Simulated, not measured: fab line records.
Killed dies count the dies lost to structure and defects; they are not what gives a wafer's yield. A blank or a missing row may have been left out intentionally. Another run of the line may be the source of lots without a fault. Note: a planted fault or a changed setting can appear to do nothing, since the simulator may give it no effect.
A single fault, viewed from 2 desks    flow rit-cmos    numbers are kept per desk, each desk with only its own; the story behind them comes last

## TOOL OWNER'S DESK, lpcvd-01
The tool's own readings at RIT_GATE_CVD_08 (deposits poly-Si from SiH4, target thk 250 nm, time 2220 s): means of the sampled wafers that have a number, for each lot that ran on this tool. Marked OUT: a lot whose mean sits more than 4 standard deviations from the usual mean, which makes it out of limits; the brackets give that distance.
Columns: A = pressure-mtorr at RIT_GATE_CVD_08, usual 299.9 mTorr; B = spike-tc-source-C at RIT_GATE_CVD_08, usual 629.1 C
lot   first seen here  A      B
L260  day 2 11:37      299.9  630.3
L261  day 2 16:06      300.1  631.5
L262  day 2 20:53      300.5  631.2
L264  day 3 05:41      299.9  628.6
L266  day 3 16:50      299.6  630.6
L279  day 6 09:07      299.8  631.1
L281  day 6 18:39      300.4  628.8
This desk's verdict: no lot among the 7 shows anything out of limits.

## THE METROLOGY DESK
Lot by lot, what the gauges showed, no matter which tool ran the lot: averages of those sampled wafers that carry a number. Marked OUT: a lot whose mean sits more than 4 standard deviations from the usual mean, which makes it out of limits; the brackets give that distance.
Columns: A = GATE_POLY_THK at RIT_GATE_THK_MEAS_09, usual 249.5 nm; B = M1_AL_THK at RIT_M1_THK_MEAS_02, usual 401 nm
lot   first seen here  A                B
L260  day 2 13:14      245.6            405
L261  day 2 17:43      249.1            400
L262  day 2 22:31      436.8 (+81) OUT  -
L264  day 3 07:18      432.6 (+80) OUT  -
L265  day 3 13:23      248.6            397
L266  day 3 18:28      434.4 (+80) OUT  -
L275  day 5 14:00      250.7            399
L277  day 5 23:46      248.1            402
L278  day 6 05:35      250.6            401
L279  day 6 10:44      250.3            400
L280  day 6 15:42      251.3            402
L281  day 6 21:05      253.3            396
L282  day 7 00:58      245.5            395
L283  day 7 08:17      251.4            409
This desk's result: L262, L264, L266 out of limits, first on L262 (GATE_POLY_THK at RIT_GATE_THK_MEAS_09), day 2 22:31. L260, L261, L265, L275, L277, L278, L279, L280, L281, L282, L283: within limits.

## BROUGHT TOGETHER
L262, L264, L266 would have let the metrology desk raise an alarm at day 2 22:31.
The tool owner's desk saw nothing out of limits.
The tool owner's desk has L262, L264, L266 on record, within its limits.
RIT_GATE_CVD_08 was run on lpcvd-01 by each of the lots named.

## WHAT THE SIMULATOR HAD PUT IN
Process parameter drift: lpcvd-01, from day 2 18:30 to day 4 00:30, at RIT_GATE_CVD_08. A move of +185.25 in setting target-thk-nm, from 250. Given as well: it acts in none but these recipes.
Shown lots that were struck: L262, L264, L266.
Delay in hours, fault start to first out-of-limits reading, per desk: metrology desk 4.
